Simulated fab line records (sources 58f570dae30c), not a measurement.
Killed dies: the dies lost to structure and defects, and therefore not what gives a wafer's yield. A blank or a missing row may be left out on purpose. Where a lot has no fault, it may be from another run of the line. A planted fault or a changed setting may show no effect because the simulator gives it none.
What tool caused it? | flow berkeley-cmos170 | 6 lots, 18 wafers sampled, at 3 steps of a route of 331

== WHAT THE GAUGES SHOWED, per wafer ==
UCB170_V1_CD_MEAS_90: target cd 700 nm.
lot  | measured     | on        | cd-nm (nm)
L620 | day 9 01:23  | cd-sem-02 | 701.2 698.8 700.3
L623 | day 9 13:05  | cd-sem-02 | 700.0 699.8 698.6
L624 | day 9 16:04  | cd-sem-01 | 698.7 698.5 698.8
L627 | day 10 02:26 | cd-sem-01 | 700.6 699.6 701.4
L632 | day 11 04:06 | cd-sem-01 | 697.8 698.5 697.6
L643 | day 13 14:47 | cd-sem-01 | 699.0 697.9 699.5

== WHICH TOOL RAN EACH LOT (tool, then ch and the chambers of the sampled wafers, then the start) ==
lot  | UCB170_V1_ETCH_14                  | UCB170_V1_STRIP_15
L620 | rie-diel-04 ch 0,2, day 9 01:06    | plasma-asher-03 ch 0,1, day 9 01:17
L623 | rie-diel-02 ch 0,3, day 9 12:45    | plasma-asher-03 ch 0,1, day 9 12:58
L624 | rie-diel-04 ch 1,2, day 9 15:47    | plasma-asher-02 ch 0, day 9 15:58
L627 | rie-diel-01 ch 0,1,3, day 10 02:08 | plasma-asher-04 ch 0,1, day 10 02:19
L632 | rie-diel-04 ch 1,2, day 11 03:49   | plasma-asher-03 ch 0,1, day 11 04:00
L643 | rie-diel-04 ch 0,1,3, day 13 14:28 | plasma-asher-04 ch 0,1, day 13 14:41
- UCB170_V1_ETCH_14: etches SiO2 in CHF3/CF4/Ar, stops on Al, target depth 1250 nm, time 291 s.
- UCB170_V1_STRIP_15: strips in O2.

== THE ANSWER, worked out from the rows above alone ==
Rule: the usual values come from the lots themselves. The widest of any qualifying gaps counts: lots, ordered by their means at a reading, are off when they make up no more than a third of the lots, leave a main group of 4 or more, and stand apart from it by 3 or more times the standard deviation of that group's means. A main group whose means are all the same, to the digits that the tables above print for the reading, isn't used. A lot without any number at a reading at which 4 lots or more have one is off too. All remaining lots with rows at the step are treated as sound.
No lot is off at any reading shown: from this, nothing can be told.

== WHAT THE SIMULATOR HAD INSERTED ==
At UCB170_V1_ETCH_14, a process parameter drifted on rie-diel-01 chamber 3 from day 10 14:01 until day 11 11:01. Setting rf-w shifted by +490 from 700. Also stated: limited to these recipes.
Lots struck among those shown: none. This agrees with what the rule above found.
